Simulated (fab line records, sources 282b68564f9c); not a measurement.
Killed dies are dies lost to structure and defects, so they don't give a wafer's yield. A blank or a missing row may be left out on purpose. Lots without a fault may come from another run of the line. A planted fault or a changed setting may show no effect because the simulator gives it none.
Split-lot experiment | flow rit_cmos | 5 lots, 20 wafers read, on a route of 202 steps

THE SPLIT
At RIT_GATE_EXPOSE_13 (exposes mask M6, target cd 150 nm), the setting dose_mj was moved away from the recipe's 380 on 6 of the 20 wafers read, by +2.2% to +7.0%. The other wafers ran this setting at the recipe's value.

FROM THE SPLIT TO THE READING: what the file shows between them, 2 steps
- RIT_GATE_DEVELOP_15: develop time 50 s (also split here: develop_time_s)
- RIT_GATE_HARDBAKE_18: time 60 s

THE READING
GATE.cd_nm (the simulator's own value, which no gauge read), in nm, at RIT_GATE_ETCH_19 (etches poly-Si in SF6/CHF3/O2, stops on SiO2, time 165 s, target depth 312.5 nm). The file gives no usual value for it. The 14 wafers here that ran the recipe average 147.2 nm, standard deviation 5.4 nm.

wafer  | tool, chamber at the split | dose_mj as run | against the recipe | GATE.cd_nm, nm | against lot-mates on the recipe
L074.1 | iline_stepper-02, 0        | 380            | recipe             | 149.3          | -
L074.2 | iline_stepper-02, 0        | 406.6          | +7.0%              | 113.1          | -36.3
L074.3 | iline_stepper-02, 0        | 380            | recipe             | 149.9          | -
L074.5 | iline_stepper-02, 0        | 406.6          | +7.0%              | 116.8          | -32.6
L074.6 | iline_stepper-02, 0        | 380            | recipe             | 148.9          | -
L075.1 | iline_stepper-02, 0        | 380            | recipe             | 148            | -
L075.2 | iline_stepper-02, 0        | 393.2          | +3.5%              | 132.3          | -16.4
L075.3 | iline_stepper-02, 0        | 393.2          | +3.5%              | 130.9          | -17.8
L075.4 | iline_stepper-02, 0        | 393.2          | +3.5%              | 128.1          | -20.6
L075.6 | iline_stepper-02, 0        | 380            | recipe             | 149.4          | -
L077.1 | iline_stepper-01, 0        | 380            | recipe             | 134.2          | -
L077.2 | iline_stepper-01, 0        | 380            | recipe             | 149.2          | -
L077.3 | iline_stepper-01, 0        | 380            | recipe             | 150.4          | -
L077.4 | iline_stepper-01, 0        | 380            | recipe             | 152.1          | -
L077.5 | iline_stepper-01, 0        | 380            | recipe             | 134.5          | -
L078.2 | iline_stepper-01, 0        | 380            | recipe             | 151.1          | -
L078.3 | iline_stepper-01, 0        | 380            | recipe             | 146.4          | -
L078.5 | iline_stepper-01, 0        | 380            | recipe             | 147.7          | -
L085.4 | iline_stepper-02, 0        | 380            | recipe             | 150.4          | -
L085.6 | iline_stepper-02, 0        | 388.2          | +2.2%              | 140.8          | -9.6

THE FIT
A straight line over all 20 wafers: GATE.cd_nm changes by -4.64 nm for each +1% of dose_mj; r = -0.91; the points scatter about the line by 5 nm.
The same after taking each lot's own level away (the mean of its wafers on the recipe; 20 wafers): -4.98 nm for each +1%; r = -0.94; scatter 4.4 nm.
On that fit, the largest move of dose_mj shifts the reading by 35 nm.
The lots' own levels span 144.08 to 150.40 nm, that is 1.2 times the standard deviation above.
So the lot-to-lot level changes the slope little: the two slopes agree.
Check: with one of the wafers moved furthest among these (+7.0%) left out of the fit, the line predicts -34.2 nm for it against its lot-mates. It came out at -36.3 nm against them.

OTHER SPLITS ON THESE WAFERS
These wafers also went through other splits before the reading. Each is held against what the fit with the lots' levels taken away leaves over:
other split on the same wafers     | wafers away from the commonest value | r with GATE.cd_nm (lot level and that fit taken away)
RIT_ACTIVE_COAT_06 spin_rpm        | 8                                    | +0.14
RIT_FOX1_OXIDATION_00 ox_time_s    | 12                                   | +0.05
RIT_GATE_OXIDATION_05 ox_time_s    | 15                                   | +0.05
RIT_GATE_SOFTBAKE_12 temp_c        | 8                                    | -0.13
RIT_GATE_DEVELOP_15 develop_time_s | 2                                    | -0.77

THE FILE'S OWN FIT
GATE.cd_nm changes by -4.97 nm for each +1% of dose_mj, r = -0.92.
